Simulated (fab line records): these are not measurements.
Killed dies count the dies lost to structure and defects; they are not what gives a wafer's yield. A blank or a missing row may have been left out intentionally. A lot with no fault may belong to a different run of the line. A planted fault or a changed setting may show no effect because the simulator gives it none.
A lot that was struck, set against a sound lot :: flow rit-cmos :: 17 steps out of a route of 202
Sound: the wafers L635.2, L635.3, L635.4. The struck wafers were L633.3, L633.5, L633.6. Last of all comes the cause.
At each step with rows: each side's tool, then ch and its chambers, then its first start. Under that, the readings that differ: sound wafers :: struck wafers :: difference of the means :: sigmas: that difference in standard deviations of wafers without a fault.
alike: readings whose means differ by less than 2 such deviations, and words and numbers that are the same on both sides. not compared: withheld readings, readings that some wafer has no value for, bounds like >300 that may hide the same value, and numbers for which the record gives no deviation and whose values overlap.
Wherever a step has rows on one side only, a row that says differs or no value, or a row with sigmas, the two part there. Numbers that don't overlap but have no deviation are shown without sigmas and don't part them. A reading missing from all wafers of one side parts the sides only when that side holds two or more wafers.

RIT_NWELL_TW_MEAS_10:
  struck on film-metro-04, day 6 03:39; sound on film-metro-04, day 6 13:17
  alike: NWELL_TW
then, 6 steps without rows for these wafers: RIT_PWELL_HMDS_00 (prime time 60 s); RIT_PWELL_COAT_01 (resist thk 1300 nm); RIT_PWELL_SOFTBAKE_02 (time 60 s); RIT_PWELL_EXPOSE_03 (exposes mask M3, target cd 43700 nm); RIT_PWELL_PEB_04; RIT_PWELL_DEVELOP_05 (develop time 68 s).
RIT_PWELL_OVL_MEAS_06:
  struck on overlay-01, day 6 04:35; sound on overlay-01, day 6 14:18
  alike: PWELL_OVL
then, 2 steps without rows for these wafers: RIT_PWELL_HARDBAKE_07 (time 120 s); RIT_PWELL_IMPLANT_08.
RIT_PWELL_STRIP_09: strips in O2, time 180 s.
  sound on plasma-asher-01 ch 0,1, day 6 14:44; struck on plasma-asher-03 ch 0,1, day 6 05:04
  alike: drypump-motor-current-A, o2-flow-sccm
  not compared: rf-hours-counter-h
RIT_PWELL_TW_MEAS_10:
  struck on film-metro-01, day 6 05:12; sound on film-metro-04, day 6 14:55
  alike: PWELL_TW
RIT_WELLDRIVE_ANNEAL_00: time 14700 s.
  sound on furnace-04 ch 0, day 6 14:58; struck on furnace-01 ch 0, day 6 05:22
reading: spike-tc-centre-C (C)
sound: 1101.5 1103.7 1102.9
struck: 1042.6 1043.7 1043.2
difference: -59.5
sigmas: -50

reading: spike-tc-load-C (C)
sound: 1124 1124 1122
struck: 1064 1063 1062
difference: -60
sigmas: -19

reading: spike-tc-source-C (C)
sound: 1125.4 1126.1 1127.3
struck: 1065.9 1064.7 1063.2
difference: -61.7
sigmas: -44

reading: tube-center-temp-C (C)
sound: 1100.1 1099.9 1100.2
struck: 1040.2 1040 1040.2
difference: -59.9
sigmas: -99 or more

reading: tube_center_temp_C_max
sound: 1103.3 1103.0 1102.4
struck: 1042.3 1042.1 1042.3
difference: -60.7
sigmas: -99 or more
  alike: zone-power-load-pct
RIT_WELLDRIVE_RS_MEAS_01: uses a four-point probe to measure.
  struck on film-metro-02, day 6 10:29; sound on film-metro-04, day 6 20:04
reading: NWELL_RS (ohm/sq)
sound: 275.1 275.5 275.5
struck: 346.2 346.3 347.4
difference: +71.3
sigmas: +83
RIT_WELLDRIVE_RS_MEAS_02: uses a four-point probe to measure.
  struck on film-metro-02, day 6 10:36; sound on film-metro-04, day 6 20:11
reading: PWELL_RS (ohm/sq)
sound: 434.3 435.8 434.3
struck: 499.6 500.9 500.4
difference: +65.5
sigmas: +50
then, 1 step without rows for these wafers: RIT_NRETRO_HMDS_00 (prime time 60 s).
RIT_M1_PROBE_99:
  struck on prober-02, day 7 22:53; sound on prober-02, day 8 08:43
reading: model.etest.pmos_0p3.r-on-ohm-um
sound: 6063 6115 6039
struck: 7052 7043 6952
difference: +943
sigmas: 

reading: model.etest.pmos-turned.r-on-ohm-um
sound: 3232 3280 3237
struck: 3911 3992 3913
difference: +689
sigmas: 

reading: model.etest.pmos_0p15.r-on-ohm-um
sound: 2638 2677 2636
struck: 3025 3057 3003
difference: +378
sigmas: 

reading: model.etest.nwell-pinched.rs-ohm-sq
sound: 336.6 340.2 333.9
struck: 502.3 493.9 504.1
difference: +163.2
sigmas: 

reading: model.etest.pwell.rs-ohm-sq
sound: 427.9 422.3 419.1
struck: 508.6 497.1 500
difference: +78.8
sigmas: 

reading: model.etest.pwell-pinched.rs-ohm-sq
sound: 471.2 470.1 465.5
struck: 547.7 540.8 539.8
difference: +73.8
sigmas: 

reading: model.etest.pmos-turned.drive-ua-um
sound: 206.2 206 207.5
struck: 151.9 146 151
difference: -56.9
sigmas: 

reading: model.etest.pmos_0p15.drive-ua-um
sound: 268.9 268.3 270.5
struck: 217.7 218.2 221.3
difference: -50.2
sigmas: 
  alike: killed-at-contacts, killed-at-front-end, killed-dies, killed-open, killed-short

== WHERE THEY PART ==
Last at RIT_WELLDRIVE_RS_MEAS_02 as far as this record goes, first at RIT_WELLDRIVE_ANNEAL_00. Later steps at which nothing parts them and some readings are alike: RIT_M1_PROBE_99.

WHY: the cause the simulator had injected
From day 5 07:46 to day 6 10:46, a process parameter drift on furnace-01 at RIT_WELLDRIVE_ANNEAL_00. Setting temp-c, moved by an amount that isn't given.
